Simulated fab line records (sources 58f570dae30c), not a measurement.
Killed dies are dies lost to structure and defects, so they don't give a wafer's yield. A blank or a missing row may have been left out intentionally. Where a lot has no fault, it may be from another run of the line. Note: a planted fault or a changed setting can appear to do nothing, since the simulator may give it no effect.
Code-filled problem report in 8D (eight disciplines) form / flow berkeley-cmos170 / the parts of the form that need people (team, actions taken, sign-off) are left out

## 1. PROBLEM STATEMENT
Mean of cd-nm at UCB170_M3_CD_MEAS_90: 726 nm across 3 wafers in 2 lots; on wafers with no fault it is 701 nm (standard deviation 4.2). Measured from the usual mean, that is +6.0 standard deviations.
The step: target cd 700 nm.
The first sign was on wafer L192.2 at day 11 05:09, on cd-sem-02. The record has a number at this step for 39 wafers belonging to 13 lots. Rule for "out", or "out of limits": more than 4 standard deviations from the usual mean. Any other wafer with a number is counted as sound.

## 2. WHAT IT IS, AND WHAT IT ISN'T
question=which readings at this step | is=cd-nm | is not=-
question=which lots | is=L192, L193 | is not=L178, L179, L180, L181, L182, L183, L184, L195, L196, L199, L200
question=which wafers of those lots | is=L192.2, L192.4, L193.1 | is not=L192.6, L193.3, L193.6
question=read on which gauges | is=cd-sem-02 | is not=cd-sem-01
question=when | is=from day 11 05:09 | is not=up to then (22 sound wafers); but 14 sound wafers of L193, L195, L196, L199, L200 came after

## 3. THE SUSPECTS, EACH WITH WHAT RULES IT OUT
Counting: a tool at a process step up to the reading stays a suspect if it ran every lot that is out. Sound lots after the first of them don't rule it out here, since some wafers of a struck lot are sound.
- ruled out: the gauge at UCB170_M3_CD_MEAS_90. All the wafers that are out were read on cd-sem-02, but those of them that UCB170_M3_METAL_ETCH_18 has rows for are out there too, on other tools.
- cmp-02 at UCB170_V1_CMP_02 (polishes SiO2): kept. Every lot that is out went through it, the first being L192 (day 10 14:53); the last sound lot it ran before that was L183 (day 9 03:43).
- rie-metal-01 at UCB170_M3_METAL_ETCH_18 (etches Al in Cl2/BCl3, stops on SiO2, target depth 1170 nm, time 195 s): kept. Every lot that is out went through it, the first being L192 (day 11 04:50); the last sound lot it ran before that was L184 (day 9 15:50). Its own oes-product-au readings are out on those wafers.
- plasma-asher-01 at UCB170_M3_STRIP_19 (strips in O2): kept. It ran every lot that is out, first L192 (day 11 05:02). Its own oes-product-au readings are out on those wafers.
- The sound lot-mates ran in chamber 0 of rie-metal-01 at UCB170_M3_METAL_ETCH_18, but the wafers that are out ran in chamber 1.
Still standing after the count: cmp-02 at UCB170_V1_CMP_02, rie-metal-01 at UCB170_M3_METAL_ETCH_18, plasma-asher-01 at UCB170_M3_STRIP_19.

## 4. THE CAUSE (what the simulator had put in)
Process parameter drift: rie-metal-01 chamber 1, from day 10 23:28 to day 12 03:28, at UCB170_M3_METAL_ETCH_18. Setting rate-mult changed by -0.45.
Of the 3 suspects that counting leaves, this tool is one.

## 5. SEQUENCE OF EFFECTS, ordered by route
Each row: a reading whose mean over the struck wafers that have a number lies more than 3 standard deviations from the usual. Only readings for which the record gives a usual standard deviation are gone through. hours: the time from each lot's start at the first step in this table that gives one to its start at this step, as a median over the lots. sigmas: the change in usual standard deviations.
hours=0; step=UCB170_M3_METAL_ETCH_18; reading=oes-product-au; usual=0.854 a.u.; on struck wafers=0.715; change=-0.139; sigmas=-11
hours=0; step=UCB170_M3_STRIP_19; reading=oes-product-au; usual=0.541 a.u.; on struck wafers=0.727; change=+0.186; sigmas=+10
hours=0; step=UCB170_M3_CD_MEAS_90; reading=cd-nm; usual=701 nm; on struck wafers=726; change=+25; sigmas=+6.0
The process steps in it:
- UCB170_M3_METAL_ETCH_18: etches Al in Cl2/BCl3, stops on SiO2, target depth 1170 nm, time 195 s.
- UCB170_M3_STRIP_19: strips in O2.

## 6. WHAT WOULD HAVE CAUGHT IT SOONER
6 hours passed between the start of the fault at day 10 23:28 and the first reading out of limits at a measuring or inspecting step in this record, taken at day 11 05:09.
The tool's own readings at UCB170_M3_METAL_ETCH_18 were out on every struck wafer that the step has a row for (oes-product-au): an alarm limit on them would have fired on the first of those.
L193, from the lots that are out (2), started UCB170_M3_METAL_ETCH_18 on rie-metal-01 later than day 11 05:09. Had the tool been put on hold then, it would have been spared.
